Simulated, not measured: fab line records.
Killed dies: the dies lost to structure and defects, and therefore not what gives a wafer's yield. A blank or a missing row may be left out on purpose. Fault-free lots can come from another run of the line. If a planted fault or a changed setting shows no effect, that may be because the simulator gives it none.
Problem report in the 8D (eight disciplines) form, filled by code | flow rit_cmos | the parts of the form that need people (team, actions taken, sign-off) are left out

== 1. PROBLEM STATEMENT ==
Wafers free of any fault read 2.98 nm (standard deviation 0.062) for GATE_OXIDE_THK at RIT_GATE_THK_MEAS_07, against a mean of 2.10 nm on 6 wafers of 2 lots. Relative to the usual mean, that is a shift of -14 standard deviations.
Earliest sighting: wafer L783.2 on film_metro-04 at day 5 01:55. The record has a number at this step for 42 wafers belonging to 14 lots. The rule behind "out" and "out of limits": a value lying over 4 standard deviations away from the usual mean. The other wafers with a number count as sound.

== 2. WHAT IT IS; WHAT IT IS NOT ==
question                    | is                           | is not
which readings at this step | GATE_OXIDE_THK               | -
which lots                  | L783, L784                   | L771, L773, L774, L775, L776, L777, L780, L782, L787, L792, L793, L794
which wafers of those lots  | all that have a number       | -
read on which gauges        | film_metro-02, film_metro-04 | film_metro-01
when                        | from day 5 01:55             | up to then (24 sound wafers); but 12 sound wafers of L787, L792, L793, L794 came after

== 3. WHAT RULES OUT EACH SUSPECT ==
Counting: a tool at any process step up to the reading remains a suspect when it ran all the lots that are out and ran no sound lot after the first of those.
- the gauge at RIT_GATE_THK_MEAS_07 is ruled out. The wafers that are out were read on 2 gauges (film_metro-02, film_metro-04).
- furnace-04 at RIT_GATE_OXIDATION_05 (target thk 3 nm, ox time 270 s): kept. It ran every lot that is out, first L783 (day 5 00:35), and no sound lot after that; its last sound lot up to then is L780 (day 4 11:01).
After counting, what remains is furnace-04 at RIT_GATE_OXIDATION_05.

== 4. THE CAUSE (what the simulator had put in) ==
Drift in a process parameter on furnace-04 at RIT_GATE_OXIDATION_05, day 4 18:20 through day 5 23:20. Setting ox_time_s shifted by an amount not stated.
Counting left only this tool.

== 5. THE CHAIN OF EFFECTS, in route order ==
Rows list readings where the struck wafers' mean (over those with a number) sits beyond 3 standard deviations from the usual. Only readings for which the record gives a usual standard deviation are gone through. hours: the time from each lot's start at the first step in this table that gives one to its start at this step, as a median over the lots. sigmas: the change in usual standard deviations.
hours | step                 | reading        | usual   | on struck wafers | change | sigmas
0     | RIT_GATE_THK_MEAS_07 | GATE_OXIDE_THK | 2.98 nm | 2.10             | -0.88  | -14

== 6. WHAT WOULD HAVE CAUGHT IT SOONER ==
In this record the first reading out of limits at a measuring or inspecting step was taken at day 5 01:55, 8 hours after the fault began at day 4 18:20.
No tool reading at RIT_GATE_OXIDATION_05 that has a usual standard deviation in the record was out on any struck wafer, so an alarm limit of 4 standard deviations on those readings would not have fired.
Lots out: 2; of these, L784 started RIT_GATE_OXIDATION_05 on furnace-04 after day 5 01:55. Had the tool been put on hold then, it would have been spared.
